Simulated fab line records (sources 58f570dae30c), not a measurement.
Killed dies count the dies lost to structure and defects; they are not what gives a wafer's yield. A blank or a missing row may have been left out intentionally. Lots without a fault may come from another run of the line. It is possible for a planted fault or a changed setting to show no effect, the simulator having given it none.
Which tool is to blame? :: flow berkeley_cmos170 :: 14 lots with 42 wafers sampled at 5 steps, on a route of 331 steps

## WHAT THE GAUGES SHOWED, per wafer
UCB170_WELLDRIVE_THK_MEAS_02.
lot: L273
measured: day 3 23:09
on: film_metro-02
WELLDRIVE_OXIDE_THK (nm): 187 188 189

lot: L276
measured: day 4 17:41
on: film_metro-03
WELLDRIVE_OXIDE_THK (nm): 187 184 186

lot: L278
measured: day 4 17:41
on: film_metro-01
WELLDRIVE_OXIDE_THK (nm): 186 191 190

lot: L279
measured: day 5 13:09
on: film_metro-03
WELLDRIVE_OXIDE_THK (nm): 181 178 178

lot: L280
measured: day 5 13:09
on: film_metro-02
WELLDRIVE_OXIDE_THK (nm): 189 188 188

lot: L284
measured: day 5 19:03
on: film_metro-03
WELLDRIVE_OXIDE_THK (nm): 183 182 182

lot: L282
measured: day 5 19:05
on: film_metro-02
WELLDRIVE_OXIDE_THK (nm): 184 182 184

lot: L288
measured: day 7 03:56
on: film_metro-03
WELLDRIVE_OXIDE_THK (nm): 189 187 185

lot: L289
measured: day 7 03:57
on: film_metro-01
WELLDRIVE_OXIDE_THK (nm): 187 190 186

lot: L290
measured: day 7 09:23
on: film_metro-03
WELLDRIVE_OXIDE_THK (nm): 195 192 192

lot: L291
measured: day 7 20:23
on: film_metro-02
WELLDRIVE_OXIDE_THK (nm): 190 187 189

lot: L293
measured: day 8 03:43
on: film_metro-01
WELLDRIVE_OXIDE_THK (nm): 188 183 186

lot: L295
measured: day 8 03:47
on: film_metro-01
WELLDRIVE_OXIDE_THK (nm): 187 185 186

lot: L296
measured: day 8 17:10
on: film_metro-03
WELLDRIVE_OXIDE_THK (nm): 188 184 191

UCB170_SDANNEAL_RS_MEAS_03: a four-point-probe measurement.
lot: L273
measured: day 8 00:21
on: film_metro-04
NSD_RS (ohm/sq): 37.20 37.25 37.09

lot: L276
measured: day 8 11:51
on: film_metro-03
NSD_RS (ohm/sq): 37.31 37.38 37.30

lot: L278
measured: day 8 11:38
on: film_metro-01
NSD_RS (ohm/sq): 37.27 37.21 37.35

lot: L279
measured: day 9 14:23
on: film_metro-01
NSD_RS (ohm/sq): 37.31 37.17 37.28

lot: L280
measured: day 9 13:50
on: film_metro-03
NSD_RS (ohm/sq): 37.20 37.23 37.29

lot: L284
measured: day 9 14:22
on: film_metro-03
NSD_RS (ohm/sq): 37.36 37.43 37.39

lot: L282
measured: day 9 13:49
on: film_metro-01
NSD_RS (ohm/sq): 37.35 37.43 37.35

lot: L288
measured: day 11 02:24
on: film_metro-01
NSD_RS (ohm/sq): 37.38 37.18 37.29

lot: L289
measured: day 11 02:32
on: film_metro-04
NSD_RS (ohm/sq): 37.12 37.19 37.10

lot: L290
measured: day 11 02:13
on: film_metro-03
NSD_RS (ohm/sq): 37.24 37.23 37.26

lot: L291
measured: day 11 13:46
on: film_metro-04
NSD_RS (ohm/sq): 37.32 37.42 37.43

lot: L293
measured: day 12 13:09
on: film_metro-01
NSD_RS (ohm/sq): 37.22 37.25 37.19

lot: L295
measured: day 12 13:20
on: film_metro-04
NSD_RS (ohm/sq): 37.28 37.29 37.20

lot: L296
measured: day 12 16:23
on: film_metro-01
NSD_RS (ohm/sq): 37.32 37.29 37.30

UCB170_M2_CD_MEAS_90 targets a cd of 700 nm.
lot: L273
measured: day 8 16:34
on: cd_sem-01
cd_nm (nm): 704 696 702

lot: L276
measured: day 9 08:29
on: cd_sem-02
cd_nm (nm): 691 702 696

lot: L278
measured: day 9 05:01
on: cd_sem-02
cd_nm (nm): 701 708 702

lot: L279
measured: day 10 07:23
on: cd_sem-02
cd_nm (nm): 701 704 697

lot: L280
measured: day 10 04:28
on: cd_sem-02
cd_nm (nm): 702 701 698

lot: L284
measured: day 10 08:30
on: cd_sem-02
cd_nm (nm): 704 706 695

lot: L282
measured: day 10 05:34
on: cd_sem-01
cd_nm (nm): 696 692 705

lot: L288
measured: day 11 20:21
on: cd_sem-02
cd_nm (nm): - - -

lot: L289
measured: day 11 20:34
on: cd_sem-01
cd_nm (nm): - - -

lot: L290
measured: day 11 17:21
on: cd_sem-01
cd_nm (nm): 706 706 707

lot: L291
measured: day 12 04:55
on: cd_sem-01
cd_nm (nm): 702 700 700

lot: L293
measured: day 13 03:01
on: cd_sem-01
cd_nm (nm): 695 698 701

lot: L295
measured: day 13 04:56
on: cd_sem-01
cd_nm (nm): 708 709 709

lot: L296
measured: day 13 11:12
on: cd_sem-02
cd_nm (nm): 696 702 698

## WHICH TOOL RAN EACH LOT (tool, then ch and the chambers of the sampled wafers, then the start)
lot: L273
UCB170_M2_ETCH_17: rie_diel-03 ch 0,1,2, day 8 16:14
UCB170_M2_METAL_ETCH_18: rie_metal-02 ch 0,1, day 8 16:16

lot: L276
UCB170_M2_ETCH_17: rie_diel-04 ch 1,2,3, day 9 08:10
UCB170_M2_METAL_ETCH_18: rie_metal-01 ch 0,1, day 9 08:13

lot: L278
UCB170_M2_ETCH_17: rie_diel-03 ch 1,2, day 9 04:40
UCB170_M2_METAL_ETCH_18: rie_metal-03 ch 0,1, day 9 04:43

lot: L279
UCB170_M2_ETCH_17: rie_diel-03 ch 1,2, day 10 07:02
UCB170_M2_METAL_ETCH_18: rie_metal-03 ch 0,1, day 10 07:05

lot: L280
UCB170_M2_ETCH_17: rie_diel-03 ch 0,1,2, day 10 04:07
UCB170_M2_METAL_ETCH_18: rie_metal-02 ch 0,1, day 10 04:09

lot: L284
UCB170_M2_ETCH_17: rie_diel-03 ch 1,3, day 10 08:10
UCB170_M2_METAL_ETCH_18: rie_metal-01 ch 0,1, day 10 08:13

lot: L282
UCB170_M2_ETCH_17: rie_diel-01 ch 1,2, day 10 05:14
UCB170_M2_METAL_ETCH_18: rie_metal-01 ch 0,1, day 10 05:16

lot: L288
UCB170_M2_ETCH_17: rie_diel-01 ch 0,1,3, day 11 20:01
UCB170_M2_METAL_ETCH_18: rie_metal-03 ch 1, day 11 20:04

lot: L289
UCB170_M2_ETCH_17: rie_diel-03 ch 0,2,3, day 11 20:13
UCB170_M2_METAL_ETCH_18: rie_metal-02 ch 0,1, day 11 20:16

lot: L290
UCB170_M2_ETCH_17: rie_diel-01 ch 0,3, day 11 17:00
UCB170_M2_METAL_ETCH_18: rie_metal-01 ch 0, day 11 17:02

lot: L291
UCB170_M2_ETCH_17: rie_diel-04 ch 1,2,3, day 12 04:34
UCB170_M2_METAL_ETCH_18: rie_metal-03 ch 0,1, day 12 04:37

lot: L293
UCB170_M2_ETCH_17: rie_diel-03 ch 0,1, day 13 02:41
UCB170_M2_METAL_ETCH_18: rie_metal-03 ch 0,1, day 13 02:44

lot: L295
UCB170_M2_ETCH_17: rie_diel-04 ch 1,2, day 13 04:35
UCB170_M2_METAL_ETCH_18: rie_metal-01 ch 0, day 13 04:38

lot: L296
UCB170_M2_ETCH_17: rie_diel-03 ch 0,2,3, day 13 10:52
UCB170_M2_METAL_ETCH_18: rie_metal-03 ch 0,1, day 13 10:55
- UCB170_M2_ETCH_17: etches BARC in N2/H2.
- UCB170_M2_METAL_ETCH_18: etches Al in Cl2/BCl3, stops on SiO2, target depth 1170 nm, time 195 s.

## WHAT THE TOOLS THEMSELVES READ (means of the sampled wafers that have a number; where no wafer has one, the mark that the record gives instead)
UCB170_M2_ETCH_17.
lot: L273
tool: rie_diel-03
bias_w (W): 100.1
chamber_pressure_mTorr (mTorr): 29.972
drypump_motor_current_A (A): 5.6
oes_product_au (a.u.): 1.007
throttle_valve_pct (%): 13.25

lot: L276
tool: rie_diel-04
bias_w (W): 100.1
chamber_pressure_mTorr (mTorr): 30.004
drypump_motor_current_A (A): 6.0
oes_product_au (a.u.): 0.984
throttle_valve_pct (%): 13.21

lot: L278
tool: rie_diel-03
bias_w (W): 100.0
chamber_pressure_mTorr (mTorr): 29.990
drypump_motor_current_A (A): 5.5
oes_product_au (a.u.): 0.987
throttle_valve_pct (%): 13.26

lot: L279
tool: rie_diel-03
bias_w (W): 100.2
chamber_pressure_mTorr (mTorr): 29.996
drypump_motor_current_A (A): 5.4
oes_product_au (a.u.): 0.996
throttle_valve_pct (%): 13.06

lot: L280
tool: rie_diel-03
bias_w (W): 100.3
chamber_pressure_mTorr (mTorr): 30.002
drypump_motor_current_A (A): 5.6
oes_product_au (a.u.): 0.999
throttle_valve_pct (%): 13.25

lot: L284
tool: rie_diel-03
bias_w (W): 99.7
chamber_pressure_mTorr (mTorr): 29.990
drypump_motor_current_A (A): 5.6
oes_product_au (a.u.): 0.979
throttle_valve_pct (%): 13.04

lot: L282
tool: rie_diel-01
bias_w (W): 99.9
chamber_pressure_mTorr (mTorr): 29.978
drypump_motor_current_A (A): 5.5
oes_product_au (a.u.): 0.955
throttle_valve_pct (%): 13.33

lot: L288
tool: rie_diel-01
bias_w (W): -
chamber_pressure_mTorr (mTorr): -
drypump_motor_current_A (A): -
oes_product_au (a.u.): -
throttle_valve_pct (%): -

lot: L289
tool: rie_diel-03
bias_w (W): -
chamber_pressure_mTorr (mTorr): -
drypump_motor_current_A (A): -
oes_product_au (a.u.): -
throttle_valve_pct (%): -

lot: L290
tool: rie_diel-01
bias_w (W): 100.2
chamber_pressure_mTorr (mTorr): 30.000
drypump_motor_current_A (A): 5.5
oes_product_au (a.u.): 0.970
throttle_valve_pct (%): 13.63

lot: L291
tool: rie_diel-04
bias_w (W): 100.1
chamber_pressure_mTorr (mTorr): 29.979
drypump_motor_current_A (A): 6.0
oes_product_au (a.u.): 0.979
throttle_valve_pct (%): 13.20

lot: L293
tool: rie_diel-03
bias_w (W): 100.0
chamber_pressure_mTorr (mTorr): 30.014
drypump_motor_current_A (A): 5.7
oes_product_au (a.u.): 1.016
throttle_valve_pct (%): 13.24

lot: L295
tool: rie_diel-04
bias_w (W): 100.1
chamber_pressure_mTorr (mTorr): 29.998
drypump_motor_current_A (A): 6.1
oes_product_au (a.u.): 0.961
throttle_valve_pct (%): 13.17

lot: L296
tool: rie_diel-03
bias_w (W): 100.0
chamber_pressure_mTorr (mTorr): 29.977
drypump_motor_current_A (A): 5.8
oes_product_au (a.u.): 0.991
throttle_valve_pct (%): 13.41

UCB170_M2_METAL_ETCH_18.
lot: L273
tool: rie_metal-02
bcl3_flow_sccm (sccm): 45.08
bias_w (W): 119.9
drypump_motor_current_A (A): 4.9
oes_product_au (a.u.): 0.847
throttle_valve_pct (%): 24.25

lot: L276
tool: rie_metal-01
bcl3_flow_sccm (sccm): 44.99
bias_w (W): 119.9
drypump_motor_current_A (A): 5.2
oes_product_au (a.u.): 0.868
throttle_valve_pct (%): 24.45

lot: L278
tool: rie_metal-03
bcl3_flow_sccm (sccm): 45.06
bias_w (W): 120.2
drypump_motor_current_A (A): 5.7
oes_product_au (a.u.): 0.881
throttle_valve_pct (%): 24.71

lot: L279
tool: rie_metal-03
bcl3_flow_sccm (sccm): 44.80
bias_w (W): 120.2
drypump_motor_current_A (A): 5.7
oes_product_au (a.u.): 0.862
throttle_valve_pct (%): 24.74

lot: L280
tool: rie_metal-02
bcl3_flow_sccm (sccm): 45.05
bias_w (W): 120.0
drypump_motor_current_A (A): 4.9
oes_product_au (a.u.): 0.842
throttle_valve_pct (%): 24.24

lot: L284
tool: rie_metal-01
bcl3_flow_sccm (sccm): 44.99
bias_w (W): 120.1
drypump_motor_current_A (A): 5.4
oes_product_au (a.u.): 0.856
throttle_valve_pct (%): 24.59

lot: L282
tool: rie_metal-01
bcl3_flow_sccm (sccm): 44.93
bias_w (W): 120.2
drypump_motor_current_A (A): 5.2
oes_product_au (a.u.): 0.869
throttle_valve_pct (%): 24.45

lot: L288
tool: rie_metal-03
bcl3_flow_sccm (sccm): 45.03
bias_w (W): 119.6
drypump_motor_current_A (A): 6.0
oes_product_au (a.u.): 0.377
throttle_valve_pct (%): 24.99

lot: L289
tool: rie_metal-02
bcl3_flow_sccm (sccm): 44.95
bias_w (W): 120.1
drypump_motor_current_A (A): 4.9
oes_product_au (a.u.): 0.366
throttle_valve_pct (%): 24.47

lot: L290
tool: rie_metal-01
bcl3_flow_sccm (sccm): 44.94
bias_w (W): 120.4
drypump_motor_current_A (A): 5.6
oes_product_au (a.u.): 0.844
throttle_valve_pct (%): 24.71

lot: L291
tool: rie_metal-03
bcl3_flow_sccm (sccm): 45.10
bias_w (W): 120.0
drypump_motor_current_A (A): 5.5
oes_product_au (a.u.): 0.862
throttle_valve_pct (%): 24.69

lot: L293
tool: rie_metal-03
bcl3_flow_sccm (sccm): 45.09
bias_w (W): 119.8
drypump_motor_current_A (A): 5.5
oes_product_au (a.u.): 0.874
throttle_valve_pct (%): 24.69

lot: L295
tool: rie_metal-01
bcl3_flow_sccm (sccm): 44.94
bias_w (W): 120.2
drypump_motor_current_A (A): 5.7
oes_product_au (a.u.): 0.857
throttle_valve_pct (%): 24.72

lot: L296
tool: rie_metal-03
bcl3_flow_sccm (sccm): 44.89
bias_w (W): 120.0
drypump_motor_current_A (A): 5.7
oes_product_au (a.u.): 0.866
throttle_valve_pct (%): 24.72

## THE ANSWER, worked out from the rows above alone
Rule: usual is defined by the lots themselves. Put in order of their means at a reading, lots are off if they are a third of the lots or fewer, leave a main group of 4 or more, and stand apart from it by a gap of 3 or more times the standard deviation of the main group's means; of several such gaps the widest counts. The tables above print the reading to a certain number of digits; a main group whose means all agree to those digits is not used. A lot without any number at a reading at which 4 lots or more have one is off too. Where the step has rows for the other lots, those lots are counted as sound. First the gauges in route order, then the tools' own readings, where a lot's mean is used as printed above. The first step at which some lot is off is used, and at that step the reading that is off furthest; a lot without a number counts as furthest.
Off, at UCB170_M2_CD_MEAS_90 on cd_nm: L288, L289. Without a number there: L288, L289. Mean 701 nm and standard deviation 3.4 in the main group.
If a tool, at a process step before that reading, ran all the lots that are off and no sound lot after the first of them, it fits. Not tried: the gauges at UCB170_M2_CD_MEAS_90; whatever is off there is also off at UCB170_M2_ETCH_17, on other tools, and gauge error can't account for it. None of those tried fits.

## WHAT THE SIMULATOR PUT IN
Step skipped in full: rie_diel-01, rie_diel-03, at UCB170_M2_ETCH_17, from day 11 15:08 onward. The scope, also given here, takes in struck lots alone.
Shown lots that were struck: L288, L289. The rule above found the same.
